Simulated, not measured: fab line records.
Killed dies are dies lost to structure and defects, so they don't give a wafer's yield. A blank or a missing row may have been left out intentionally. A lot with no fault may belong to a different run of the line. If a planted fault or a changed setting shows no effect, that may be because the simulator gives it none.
Comparing a struck lot with a sound one ; flow rit cmos ; 44 steps out of a route of 202
Sound: wafers L994.1, L994.2, L994.5. Struck: wafers L999.1, L999.4, L999.5. At the end, the cause is stated.
At each step with rows: each side's tool, then ch and its chambers, then its first start. Under that, the readings that differ: sound wafers ; struck wafers ; difference of the means ; sigmas: that difference in standard deviations of wafers without a fault.
alike: words and numbers the same on both sides, and readings whose means are apart by under 2 such deviations; not compared: readings that were withheld, readings missing a value for some wafer, numbers with overlapping values and no deviation given by the record, and bounds like >300 which may hide the same value.
A row with sigmas, a row that says differs or no value, or rows on one side alone: a step with any of these is where the two part. When numbers do not overlap yet have no deviation, they are printed without sigmas and do not part them. A reading that every wafer of one side lacks parts them only if that side has two wafers or more.

first, 3 steps without rows for these wafers: RIT_GATE_EXPOSE_13 (exposes mask M6, target cd 150 nm); RIT_GATE_PEB_14; RIT_GATE_DEVELOP_15 (develop time 50 s).
RIT_GATE_CD_MEAS_16 targets a cd of 150 nm.
  sound on cd sem-02, day 3 22:58; struck on cd sem-01, day 5 03:29
  alike: cd nm
RIT_GATE_OVL_MEAS_17:
  sound on overlay-02, day 3 23:05; struck on overlay-02, day 5 03:37
  alike: GATE_OVL
then, 1 step without rows for these wafers: RIT_GATE_HARDBAKE_18 (time 60 s).
RIT_GATE_ETCH_19: etches poly-Si in SF6/CHF3/O2, stops on SiO2, time 165 s, target depth 312.5 nm.
  sound on rie si-02 ch 0,1,3, day 3 23:16; struck on rie si-01 ch 0,3, day 5 03:48
  alike: SF6_flow_sccm, drypump motor current A, oes product au, throttle valve pct
  not compared: rf hours counter h
RIT_GATE_STRIP_20: strips in O2, time 180 s.
  sound on plasma asher-03 ch 0,1, day 3 23:23; struck on plasma asher-03 ch 0, day 5 03:55
  alike: drypump motor current A
  not compared: rf hours counter h
RIT_GATE_CD_MEAS_90 targets a cd of 150 nm.
  sound on cd sem-01, day 3 23:33; struck on cd sem-02, day 5 04:05
  alike: cd nm
then, 3 steps without rows for these wafers: RIT_REOX_CLEAN_00 (cleans in SC1, time 600 s); RIT_REOX_CLEAN_01 (cleans in dHF, time 30 s); RIT_REOX_CLEAN_02 (cleans in SC2, time 600 s).
RIT_REOX_OXIDATION_03: target thk 25.2 nm, ox time 5580 s.
  sound on furnace-01 ch 0, day 4 01:24; struck on furnace-01 ch 0, day 5 07:59
reading;sound;struck;difference;sigmas
model.SiO2_of_REOX_OXIDATION_03.thk nm (nm);24.8 24.53 25.04;13.95 14.52 14.32;-10.53;
model.poly-Si_of_GATE_CVD_08.thk nm (nm);233.7 235.2 234.9;237.2 238.7 237.7;+3.3;
RIT_REOX_THK_MEAS_04:
  sound on film metro-01, day 4 03:57; struck on film metro-02, day 5 10:32
reading;sound;struck;difference;sigmas
REOX_OXIDE_THK (nm);24.8 24.5 25.0;14.0 14.5 14.4;-10.5;-23
then, 6 steps without rows for these wafers: RIT_NLDD_HMDS_00 (prime time 60 s); RIT_NLDD_COAT_01 (resist thk 1000 nm); RIT_NLDD_SOFTBAKE_02 (time 60 s); RIT_NLDD_EXPOSE_03 (exposes mask M7, target cd 40700 nm); RIT_NLDD_PEB_04; RIT_NLDD_DEVELOP_05 (develop time 50 s).
RIT_NLDD_OVL_MEAS_06:
  sound on overlay-02, day 4 04:59; struck on overlay-02, day 5 11:34
  alike: NLDD_OVL
then, 2 steps without rows for these wafers: RIT_NLDD_HARDBAKE_07 (time 60 s); RIT_NLDD_IMPLANT_08.
RIT_NLDD_STRIP_09: strips in O2, time 180 s.
  sound on plasma asher-02 ch 0,1, day 4 05:19; struck on plasma asher-03 ch 0,1, day 5 11:54
  alike: drypump motor current A
  not compared: rf hours counter h
RIT_NLDD_TW_MEAS_10:
  sound on film metro-03, day 4 05:29; struck on film metro-02, day 5 12:05
reading;sound;struck;difference;sigmas
NLDD_TW;2538 2542 2547;2474 2498 2493;-54;-3
then, 6 steps without rows for these wafers: RIT_PLDD_HMDS_00 (prime time 60 s); RIT_PLDD_COAT_01 (resist thk 1000 nm); RIT_PLDD_SOFTBAKE_02 (time 60 s); RIT_PLDD_EXPOSE_03 (exposes mask M8, target cd 40900 nm); RIT_PLDD_PEB_04; RIT_PLDD_DEVELOP_05 (develop time 50 s).
RIT_PLDD_OVL_MEAS_06:
  sound on overlay-02, day 4 06:41; struck on overlay-01, day 5 13:07
  alike: PLDD_OVL
then, 2 steps without rows for these wafers: RIT_PLDD_HARDBAKE_07 (time 60 s); RIT_PLDD_IMPLANT_08.
RIT_PLDD_STRIP_09: strips in O2, time 180 s.
  sound on plasma asher-03 ch 0,1, day 4 07:02; struck on plasma asher-03 ch 0,1, day 5 13:27
  alike: drypump motor current A
  not compared: rf hours counter h
RIT_PLDD_TW_MEAS_10:
  sound on film metro-03, day 4 07:12; struck on film metro-02, day 5 13:37
  alike: PLDD_TW
RIT_SPACER_CLEAN_00: cleans in SC1, time 600 s.
  sound on wet bench-02 ch 2, day 4 07:16; struck on wet bench-04 ch 2, day 5 13:41
reading;sound;struck;difference;sigmas
model.SiO2_of_REOX_OXIDATION_03.thk nm (nm);22.92 22.66 23.13;12.88 13.41 13.23;-9.73;
then, 3 steps without rows for these wafers: RIT_SPACER_CLEAN_01 (cleans in dHF, time 29.54 s); RIT_SPACER_CLEAN_02 (cleans in SC2, time 600 s); RIT_SPACER_CVD_03 (deposits Si3N4 from SiH2Cl2/NH3, target thk 250 nm, time 3300 s).
RIT_SPACER_THK_MEAS_04:
  sound on film metro-03, day 4 10:31; struck on film metro-03, day 5 18:58
  alike: SPACER_NITRIDE_THK
RIT_SPACER_ETCHBACK_05: etches Si3N4 in SF6/CHF3, stops on SiO2, target depth 250 nm, time 240 s.
  sound on rie diel-01 ch 0,2,3, day 4 10:35; struck on rie diel-04 ch 0,1, day 5 19:02
  alike: SF6_flow_sccm, drypump motor current A, oes product au, throttle valve pct
  not compared: rf hours counter h
RIT_SDANNEAL_CLEAN_02: cleans in SC2, time 600 s.
  sound on wet bench-02 ch 3, day 4 14:12; struck on wet bench-04 ch 0, day 5 22:22
reading;sound;struck;difference;sigmas
model.poly-Si_of_GATE_CVD_08.thk nm (nm);163.9 164.9 165;167.2 168.7 168.3;+3.5;
then, 1 step without rows for these wafers: RIT_M1_PROBE_99.

== WHERE THEY PART ==
First at RIT_REOX_THK_MEAS_04; last, within this record, at RIT_NLDD_TW_MEAS_10. Later steps at which nothing parts them and some readings are alike: RIT_PLDD_OVL_MEAS_06, RIT_PLDD_STRIP_09, RIT_PLDD_TW_MEAS_10, RIT_SPACER_THK_MEAS_04, RIT_SPACER_ETCHBACK_05.

WHY: what had been put in by the simulator
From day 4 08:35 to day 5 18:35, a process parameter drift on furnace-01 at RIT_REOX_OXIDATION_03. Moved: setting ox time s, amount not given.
